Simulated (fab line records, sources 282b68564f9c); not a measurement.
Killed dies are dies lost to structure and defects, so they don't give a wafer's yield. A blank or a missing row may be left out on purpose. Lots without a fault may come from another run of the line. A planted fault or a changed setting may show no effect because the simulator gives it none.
Which tool did it? | flow rit_cmos | 13 lots, 39 wafers sampled, at 2 steps of a route of 202

WHAT THE GAUGES READ, wafer by wafer
RIT_PLDD_TW_MEAS_10.
lot  | measured    | on            | PLDD_TW
L801 | day 2 22:43 | film_metro-02 | 2361 2360 2363
L802 | day 3 05:32 | film_metro-02 | 2369 2347 2353
L803 | day 3 07:41 | film_metro-03 | 2363 2370 2375
L804 | day 3 14:56 | film_metro-01 | 2363 2357 2357
L805 | day 3 19:16 | film_metro-01 | 2361 2350 2351
L806 | day 3 22:40 | film_metro-03 | 2360 2348 2357
L809 | day 4 12:25 | film_metro-01 | 2375 2374 2374
L811 | day 5 02:30 | film_metro-02 | 2366 2379 2376
L813 | day 5 08:02 | film_metro-03 | 30 30 30
L814 | day 5 12:11 | film_metro-02 | 2371 2373 2364
L821 | day 6 23:41 | film_metro-03 | 2338 2361 2352
L823 | day 7 12:04 | film_metro-01 | 2364 2360 2382
L824 | day 7 19:41 | film_metro-03 | 2367 2361 2367

WHICH TOOL RAN EACH LOT (tool, then ch and the chambers of the sampled wafers, then the start)
lot  | RIT_NLDD_STRIP_09
L801 | plasma_asher-03 ch 0,1, day 2 20:59
L802 | plasma_asher-03 ch 0,1, day 3 03:44
L803 | plasma_asher-02 ch 0,1, day 3 06:05
L804 | plasma_asher-02 ch 0,1, day 3 13:20
L805 | plasma_asher-03 ch 0,1, day 3 17:30
L806 | plasma_asher-02 ch 0,1, day 3 21:03
L809 | plasma_asher-03 ch 0,1, day 4 10:44
L811 | plasma_asher-02 ch 0,1, day 5 00:46
L813 | plasma_asher-02 ch 0,1, day 5 06:09
L814 | plasma_asher-03 ch 0,1, day 5 10:35
L821 | plasma_asher-03 ch 0,1, day 6 22:07
L823 | plasma_asher-02 ch 0,1, day 7 10:16
L824 | plasma_asher-04 ch 0,1, day 7 18:08
- RIT_NLDD_STRIP_09: strips in O2, time 180 s.

WHAT THE TOOLS THEMSELVES READ (means of the sampled wafers that have a number; where no wafer has one, the mark that the record gives instead)
RIT_NLDD_STRIP_09.
lot  | tool            | drypump_motor_current_A (A) | rf_refl_power_W (W) | run_length_s (s)
L801 | plasma_asher-03 | 6.0                         | 7.9                 | 208.9
L802 | plasma_asher-03 | 6.0                         | 7.9                 | 208.8
L803 | plasma_asher-02 | 5.5                         | 6.5                 | 208.2
L804 | plasma_asher-02 | 5.5                         | 6.6                 | 208.1
L805 | plasma_asher-03 | 6.1                         | 7.9                 | 208.7
L806 | plasma_asher-02 | 5.5                         | 6.5                 | 208.0
L809 | plasma_asher-03 | 6.0                         | 7.9                 | 208.6
L811 | plasma_asher-02 | 5.5                         | 6.7                 | 208.1
L813 | plasma_asher-02 | 5.5                         | 6.5                 | 72.5
L814 | plasma_asher-03 | 6.1                         | 7.7                 | 208.8
L821 | plasma_asher-03 | 6.0                         | 8.1                 | 208.9
L823 | plasma_asher-02 | 5.8                         | 6.9                 | 208.3
L824 | plasma_asher-04 | 5.8                         | 7.4                 | 208.8

THE ANSWER, worked out from the rows above alone
Rule: what is usual is taken from the lots themselves. Put in order of their means at a reading, lots are off if they are a third of the lots or fewer, leave a main group of 4 or more, and stand apart from it by a gap of 3 or more times the standard deviation of the main group's means; of several such gaps the widest counts. A main group whose means are all the same, to the digits that the tables above print for the reading, isn't used. A lot without any number at a reading at which 4 lots or more have one is off too. The other lots that the step has rows for count as sound. The gauges are gone through in route order, then the tools' own readings, and for those a lot's mean is taken as printed above. The first step at which some lot is off is used, and at that step the reading that is off furthest; a lot without a number counts as furthest.
Off: L813, at RIT_PLDD_TW_MEAS_10 (PLDD_TW). The main group: mean 2363, standard deviation 7.8.
A tool fits if, at a process step before that reading, it ran every lot that is off, and no sound lot after the first of them. The gauges at RIT_PLDD_TW_MEAS_10 aren't tried: what is off there is off at RIT_NLDD_STRIP_09 too, on other tools, and a gauge's error can't cause that. None of those tried fits.

WHAT THE SIMULATOR HAD PUT IN
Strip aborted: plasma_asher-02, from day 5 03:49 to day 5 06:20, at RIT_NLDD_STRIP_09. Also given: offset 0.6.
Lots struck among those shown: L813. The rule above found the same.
